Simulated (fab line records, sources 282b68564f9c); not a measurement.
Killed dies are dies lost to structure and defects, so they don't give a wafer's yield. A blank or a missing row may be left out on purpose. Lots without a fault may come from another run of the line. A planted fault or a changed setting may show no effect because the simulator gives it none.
Which tool did it? | flow rit_cmos | 13 lots, 39 wafers sampled, at 5 steps of a route of 202

WHAT THE GAUGES READ, wafer by wafer
RIT_ACTIVE_BOW_MEAS_00. Usual: INCOMING_BOW 0 um, standard deviation 6.7.
lot  | measured    | on            | INCOMING_BOW (um) | flag
L370 | day 1 20:00 | film_metro-03 | 2 2 -3            |
L371 | day 2 01:01 | film_metro-01 | 4 12 -2           |
L373 | day 2 11:02 | film_metro-03 | -4 -10 6          |
L374 | day 2 16:01 | film_metro-01 | -14 -4 -15        |
L375 | day 2 21:00 | film_metro-01 | 8 5 -1            |
L376 | day 3 02:00 | film_metro-02 | -1 -3 -11         |
L377 | day 3 07:01 | film_metro-02 | 11 -4 12          |
L380 | day 3 22:02 | film_metro-01 | -5 -1 15          |
L381 | day 4 03:01 | film_metro-03 | 5 9 -11           |
L386 | day 5 04:13 | film_metro-02 | 16 -1 10          |
L387 | day 5 09:00 | film_metro-03 | 2 7 11            |
L388 | day 5 14:00 | film_metro-02 | -4 0 2            |
L389 | day 5 19:01 | film_metro-03 | 7 5 1             |

RIT_WELLDRIVE_RS_MEAS_01: measures by four-point-probe. Usual: NWELL_RS 275.2 ohm/sq, standard deviation 0.7.
lot  | measured    | on            | NWELL_RS (ohm/sq) | flag
L370 | day 2 14:28 | film_metro-02 | 276.1 275.2 275.1 |
L371 | day 2 20:21 | film_metro-02 | 275.2 276.2 274.5 |
L373 | day 3 05:29 | film_metro-02 | 275.4 275.7 275.0 |
L374 | day 3 09:35 | film_metro-02 | 275.0 275.9 275.0 |
L375 | day 3 15:53 | film_metro-01 | 275.5 276.2 276.7 |
L376 | day 3 20:44 | film_metro-04 | 275.0 275.6 276.0 |
L377 | day 4 02:39 | film_metro-02 | 274.4 274.8 275.1 |
L380 | day 4 16:53 | film_metro-01 | 274.6 274.6 274.3 |
L381 | day 4 21:34 | film_metro-02 | 274.9 274.0 274.1 |
L386 | day 5 22:44 | film_metro-02 | 274.2 273.9 274.3 |
L387 | day 6 03:58 | film_metro-02 | 274.8 274.4 275.5 |
L388 | day 6 09:11 | film_metro-02 | 275.7 274.5 275.2 |
L389 | day 6 14:19 | film_metro-04 | 275.2 276.4 276.3 |

RIT_GATE_CD_MEAS_16: target cd 150 nm. Usual: cd_nm 150.4 nm, standard deviation 2.2.
lot  | measured    | on        | cd_nm (nm)        | flag
L370 | day 2 22:34 | cd_sem-01 | 153.6 149.9 152.7 |
L371 | day 3 05:11 | cd_sem-02 | 152.3 150.3 153.8 |
L373 | day 3 13:40 | cd_sem-01 | 149.1 150.0 149.8 |
L374 | day 3 17:44 | cd_sem-01 | 153.8 151.0 151.5 |
L375 | day 4 00:17 | cd_sem-02 | 150.7 153.1 151.9 |
L376 | day 4 05:40 | cd_sem-01 | 168.4 169.2 165.0 | OFF
L377 | day 4 10:52 | cd_sem-01 | 152.6 151.2 150.9 |
L380 | day 5 02:43 | cd_sem-02 | 149.4 150.4 150.3 |
L381 | day 5 05:36 | cd_sem-02 | 150.8 152.4 152.8 |
L386 | day 6 10:03 | cd_sem-02 | 148.1 150.4 150.1 |
L387 | day 6 14:50 | cd_sem-02 | 146.7 145.3 146.9 |
L388 | day 6 19:55 | cd_sem-01 | 149.2 147.7 149.9 |
L389 | day 7 01:07 | cd_sem-01 | 151.0 153.0 151.8 |

RIT_M1_OVL_MEAS_10. Usual: M1_OVL -1.0 nm, standard deviation 1.4.
lot  | measured    | on         | M1_OVL (nm)    | flag
L370 | day 3 17:45 | overlay-01 | -2.1 -2.8 1.4  |
L371 | day 3 23:00 | overlay-02 | -1.5 -2.8 -3.4 |
L373 | day 4 08:40 | overlay-01 | -1.1 -0.5 1.1  |
L374 | day 4 11:23 | overlay-01 | 0.2 -0.3 -1.5  |
L375 | day 4 18:50 | overlay-02 | 0.0 -3.2 -3.3  |
L376 | day 4 23:02 | overlay-02 | -2.3 -2.2 -4.3 |
L377 | day 5 05:37 | overlay-01 | -1.2 -0.4 -1.6 |
L380 | day 5 21:25 | overlay-02 | -0.8 -1.6 -1.3 |
L381 | day 6 02:20 | overlay-02 | -0.5 -0.1 -0.5 |
L386 | day 7 05:49 | overlay-02 | -0.3 0.3 2.5   |
L387 | day 7 12:34 | overlay-01 | -0.7 -0.4 0.9  |
L388 | day 7 15:23 | overlay-01 | -0.1 1.5 0.2   |
L389 | day 8 00:28 | overlay-02 | -0.9 -1.6 -1.6 |

WHICH TOOL RAN EACH LOT (tool, then ch and the chambers of the sampled wafers, then the start)
lot  | RIT_GATE_EXPOSE_13
L370 | iline_stepper-01 ch 0, day 2 22:10
L371 | iline_stepper-01 ch 0, day 3 04:47
L373 | iline_stepper-02 ch 0, day 3 13:16
L374 | iline_stepper-01 ch 0, day 3 17:20
L375 | iline_stepper-01 ch 0, day 3 23:53
L376 | iline_stepper-02 ch 0, day 4 05:10
L377 | iline_stepper-02 ch 0, day 4 10:28
L380 | iline_stepper-01 ch 0, day 5 02:19
L381 | iline_stepper-01 ch 0, day 5 05:11
L386 | iline_stepper-01 ch 0, day 6 09:39
L387 | iline_stepper-01 ch 0, day 6 14:26
L388 | iline_stepper-02 ch 0, day 6 19:31
L389 | iline_stepper-01 ch 0, day 7 00:42
- RIT_GATE_EXPOSE_13: exposes mask M6, target cd 150 nm.

WHAT THE TOOLS THEMSELVES READ (means of the sampled wafers that have a number; where no wafer has one, the mark that the record gives instead)
RIT_GATE_EXPOSE_13. Usual: stage_vel_mm_s 499.96 mm/s, standard deviation 0.25.
lot  | tool             | stage_vel_mm_s (mm/s) | flag
L370 | iline_stepper-01 | 500.29                |
L371 | iline_stepper-01 | 500.23                |
L373 | iline_stepper-02 | 499.95                |
L374 | iline_stepper-01 | 499.90                |
L375 | iline_stepper-01 | 500.04                |
L376 | iline_stepper-02 | 499.64                |
L377 | iline_stepper-02 | 499.86                |
L380 | iline_stepper-01 | 499.85                |
L381 | iline_stepper-01 | 500.04                |
L386 | iline_stepper-01 | 499.50                |
L387 | iline_stepper-01 | 500.15                |
L388 | iline_stepper-02 | 500.19                |
L389 | iline_stepper-01 | 500.07                |

THE ANSWER, worked out from the rows above alone
Rule: a lot is off if the mean of its wafers that have a number lies more than 3 standard deviations from the usual mean. A lot without any number at a reading at which 4 lots or more have one is off too. The other lots that the step has rows for count as sound. The gauges are gone through in route order, then the tools' own readings, and for those a lot's mean is taken as printed above. The first step at which some lot is off is used, and at that step the reading that is off furthest; a lot without a number counts as furthest.
Off: L376, at RIT_GATE_CD_MEAS_16 (cd_nm).
A tool fits if, at a process step before that reading, it ran every lot that is off, and no sound lot after the first of them. The gauges at RIT_GATE_CD_MEAS_16 are tried like those tools. None of those tried fits.

WHAT THE SIMULATOR HAD PUT IN
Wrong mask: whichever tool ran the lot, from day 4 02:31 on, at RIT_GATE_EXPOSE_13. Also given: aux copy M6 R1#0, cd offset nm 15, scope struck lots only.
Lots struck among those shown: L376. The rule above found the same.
